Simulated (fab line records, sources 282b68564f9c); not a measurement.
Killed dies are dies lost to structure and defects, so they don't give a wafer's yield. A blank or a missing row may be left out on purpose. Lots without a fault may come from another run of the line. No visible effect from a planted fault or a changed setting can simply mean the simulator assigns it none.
Struck lot and sound lot, side by side / flow rit-cmos / 15 out of 202 route steps
Sound: these wafers, L871.1, L871.4, L871.6. Struck: wafers L875.2, L875.3, L875.4. The cause comes at the end.
Order at every step that has rows: each side's tool, ch and its chambers, its first start. Under that, the readings that differ: sound wafers / struck wafers / difference of the means / sigmas: that difference in standard deviations of wafers without a fault.
alike: words and numbers the same on both sides, and readings whose means are apart by under 2 such deviations; not compared: readings that were withheld, readings missing a value for some wafer, numbers with overlapping values and no deviation given by the record, and bounds like >300 which may hide the same value.
The two part at a step that has a row with sigmas, a row that says differs or no value, or rows on one side only. When numbers do not overlap yet have no deviation, they are printed without sigmas and do not part them. Lack of a reading on every wafer of one side parts them only where that side has two or more wafers.

RIT_PWELL_TW_MEAS_10:
  sound on film-metro-04 at day 2 15:19; struck on film-metro-03 at day 3 11:24
reading=PWELL_TW; sound=934 939 935; struck=963 959 964; difference=+26; sigmas=+2
then, 1 step without rows for these wafers: RIT_WELLDRIVE_ANNEAL_00 (time 14700 s).
RIT_WELLDRIVE_RS_MEAS_01: measures by four-point-probe.
  sound on film-metro-02 at day 2 20:29; struck on film-metro-02 at day 3 17:02
  alike: NWELL_RS
RIT_WELLDRIVE_RS_MEAS_02: measures by four-point-probe.
  sound on film-metro-02 at day 2 20:36; struck on film-metro-02 at day 3 17:09
  alike: PWELL_RS
then, 6 steps without rows for these wafers: RIT_NRETRO_HMDS_00 (prime time 60 s); RIT_NRETRO_COAT_01 (resist thk 1300 nm); RIT_NRETRO_SOFTBAKE_02 (time 60 s); RIT_NRETRO_EXPOSE_03 (exposes mask M4, target cd 43900 nm); RIT_NRETRO_PEB_04; RIT_NRETRO_DEVELOP_05 (develop time 68 s).
RIT_NRETRO_OVL_MEAS_06:
  sound on overlay-02 at day 2 21:44; struck on overlay-02 at day 3 18:08
  alike: NRETRO_OVL
then, 1 step without rows for these wafers: RIT_NRETRO_HARDBAKE_07 (time 120 s).
RIT_NRETRO_IMPLANT_08:
  sound on implanter-03 ch 0, day 2 22:11; struck on implanter-03 ch 0, day 3 18:26
reading=tilt-deg (degrees); sound=6.991 7.018 6.990; struck=7.679 7.685 7.687; difference=+0.684; sigmas=+36
RIT_NRETRO_STRIP_09: strips in O2, time 180 s.
  sound on plasma-asher-03 ch 1, day 2 22:20; struck on plasma-asher-02 ch 0,1, day 3 18:34
  alike: drypump-motor-current-A
  not compared: rf-hours-counter-h
RIT_M1_PROBE_99:
  sound on prober-02 at day 4 01:36; struck on prober-02 at day 5 01:20
reading=killed-at-front-end; sound=5 7 5; struck=14 11 11; difference=+6; sigmas=+2
reading=killed-dies; sound=5 7 5; struck=14 11 11; difference=+6; sigmas=+2
reading=killed-open; sound=1 4 2; struck=10 8 4; difference=+5; sigmas=+3
  alike: killed-short

WHERE THEY PART
Earliest at RIT_PWELL_TW_MEAS_10; latest, in this record, at RIT_M1_PROBE_99.

WHY: what had been put in by the simulator
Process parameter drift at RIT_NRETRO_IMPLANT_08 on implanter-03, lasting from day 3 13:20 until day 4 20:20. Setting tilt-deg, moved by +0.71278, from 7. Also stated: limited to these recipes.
